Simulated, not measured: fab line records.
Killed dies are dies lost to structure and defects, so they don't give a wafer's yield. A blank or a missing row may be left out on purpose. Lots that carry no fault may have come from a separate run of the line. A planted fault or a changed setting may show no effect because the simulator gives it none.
2 desks looking at one fault ; flow berkeley-cmos170 ; each desk has only its own numbers; what lay behind them comes last

THE TOOL OWNER'S DESK: rtp-anneal-02
Per lot that ran on this tool, the mean of the sampled wafers carrying a number, from the tool's own readings at UCB170_SILICIDE_RTA_04 (time 15 s). Any lot whose mean is over 4 standard deviations away from the usual mean is out of limits and marked OUT; that distance is given in the brackets.
Columns: A = lamp-power-pct at UCB170_SILICIDE_RTA_04, usual 11.6 %; B = wafer_temp_C_max at UCB170_SILICIDE_RTA_04, usual 652.9
lot;first seen here;A;B
L683;day 9 10:34;12.3;653.2
L685;day 10 08:33;12.3;653.0
L699;day 13 05:55;12.3;652.2
Result from this desk: across the 3 lots, nothing is out of limits.

THE METROLOGY DESK
What the gauges read for every lot (on any tool): the sampled wafers with a number, averaged. Any lot whose mean is over 4 standard deviations away from the usual mean is out of limits and marked OUT; that distance is given in the brackets. Shown here are 7 of its 12 readings, the ones lying furthest out on some lot.
Columns: A = PSD_RS at UCB170_SDANNEAL_RS_MEAS_02, usual 75.8 ohm/sq; B = PLDD_RS at UCB170_SDANNEAL_RS_MEAS_04, usual 1032.1 ohm/sq; C = NLDD_RS at UCB170_SDANNEAL_RS_MEAS_05, usual 616.9 ohm/sq; D = SILICIDE_TI_RS at UCB170_SILICIDE_RS_MEAS_02, usual 25.72 ohm/sq; E = SILICIDE_TI_THK at UCB170_SILICIDE_THK_MEAS_03, usual 29.92 nm; F = M1_AL_RS at UCB170_M1_RS_MEAS_01, usual 0.0483 ohm/sq; G = M1_AL_THK at UCB170_M1_THK_MEAS_02, usual 602 nm
lot;first seen here;A;B;C;D;E;F;G
L683;day 9 09:49;75.1;1033.1;618.0;25.24;30.34;0.0485;600
L685;day 10 07:47;75.2;1027.1;618.7;25.89;29.72;0.0489;594
L688;day 10 10:25;75.8;1032.9;617.2;25.96;29.49;0.0481;598
L690;day 11 10:22;76.1;1031.5;617.0;25.65;29.95;0.0477;611
L692;day 11 16:36;75.6;1033.3;617.2;25.27;30.46;0.0483;602
L699;day 13 05:09;76.0;1034.6;617.9;25.54;30.19;0.0486;599
Result from this desk: across the 6 lots, nothing is out of limits.

ALL TOGETHER
The desk of the tool owner found nothing out of limits.
At the metrology desk, nothing out of limits was observed.

WHAT THE SIMULATOR PUT IN
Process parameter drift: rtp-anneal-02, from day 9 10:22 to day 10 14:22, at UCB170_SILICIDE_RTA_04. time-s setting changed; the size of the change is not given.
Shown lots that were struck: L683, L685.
